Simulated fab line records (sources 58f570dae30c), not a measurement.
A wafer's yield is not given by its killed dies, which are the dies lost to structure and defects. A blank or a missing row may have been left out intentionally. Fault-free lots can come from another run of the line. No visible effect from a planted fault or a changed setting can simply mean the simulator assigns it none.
Struck lot and sound lot, side by side | flow berkeley cmos170 | 14 out of 331 route steps
Sound: the wafers L180.3, L180.5, L180.6. Struck: wafers L163.1, L163.2, L163.3. The cause is given at the end.
At each step with rows: each side's tool, then ch and its chambers, then its first start. Under that, the readings that differ: sound wafers | struck wafers | difference of the means | sigmas: that difference in standard deviations of wafers without a fault.
alike: same words and numbers on both sides, and readings whose means sit less than 2 such deviations apart. not compared: any withheld reading, any reading some wafer has no value for, any bound like >300 that may hide the same value, and any number with overlapping values for which the record gives no deviation.
A row with sigmas, a row that says differs or no value, or rows on one side alone: a step with any of these is where the two part. Non-overlapping numbers with no deviation appear without sigmas and do not part them. Lack of a reading on every wafer of one side parts them only where that side has two or more wafers.

first, 1 step without rows for these wafers: UCB170_ACTIVE_DEVELOP_12 (develop time 45 s).
UCB170_ACTIVE_CD_MEAS_13: target cd 1200 nm.
  sound on cd sem-02 at day 11 01:01; struck on cd sem-02 at day 6 05:05
  alike: cd nm
UCB170_ACTIVE_OVL_MEAS_14:
  sound on overlay-01 at day 11 01:07; struck on overlay-02 at day 6 05:12
  alike: ACTIVE_OVL
UCB170_ACTIVE_ETCH_15: etches Si3N4 in CH3F/Ar/O2, stops on SiO2, target depth 242 nm, time 151 s.
  sound on rie diel-04 ch 0,2,3, day 11 01:08; struck on rie diel-01 ch 1,2,3, day 6 05:14
  alike: drypump motor current A, oes product au, throttle valve pct
  not compared: rf hours counter h
UCB170_ACTIVE_STRIP_16: strips in O2.
  sound on plasma asher-02 ch 0,1, day 11 01:16; struck on plasma asher-02 ch 0,1, day 6 05:20
  alike: drypump motor current A, oes product au, strip time to endpoint s
  not compared: rf hours counter h
UCB170_ACTIVE_CD_MEAS_90: target cd 1200 nm.
  sound on cd sem-02 at day 11 01:22; struck on cd sem-02 at day 6 05:26
  alike: cd nm
then, 6 steps without rows for these wafers: UCB170_ACTIVE_CLEAN_17 (cleans in SPM, time 600 s); UCB170_PFIELD_HMDS_00 (prime time 60 s); UCB170_PFIELD_COAT_01 (resist thk 900 nm); UCB170_PFIELD_SOFTBAKE_02 (time 60 s); UCB170_PFIELD_EXPOSE_03 (exposes mask PFIELD, target cd 1500 nm); UCB170_PFIELD_PEB_04.
UCB170_PFIELD_DEVELOP_05: develop time 45 s.
  sound on litho track-04 ch 0, day 11 02:00; struck on litho track-01, day 6 07:00
  no value came back on the struck wafers for chill plate temp C (C), develop time s (s); on the sound wafers chill plate temp C (C) reads 22.97 23.09 22.95
  reading                                 | sound             | struck          | difference | sigmas
  model.KrF_of_PFIELD_COAT_01.thk nm (nm) | 885.1 883.8 883.3 | 899 898.2 898.3 | +14        |
UCB170_PFIELD_OVL_MEAS_06:
  sound on overlay-01 at day 11 02:30; struck on overlay-02 at day 6 07:16
  reading         | sound    | struck | difference                    | sigmas
  PFIELD_OVL (nm) | -9 -6 -6 | - - -  | no value on the struck wafers |

## WHERE THEY PART
First at UCB170_PFIELD_DEVELOP_05; last, within this record, at UCB170_PFIELD_OVL_MEAS_06.

WHY: what had been put in by the simulator
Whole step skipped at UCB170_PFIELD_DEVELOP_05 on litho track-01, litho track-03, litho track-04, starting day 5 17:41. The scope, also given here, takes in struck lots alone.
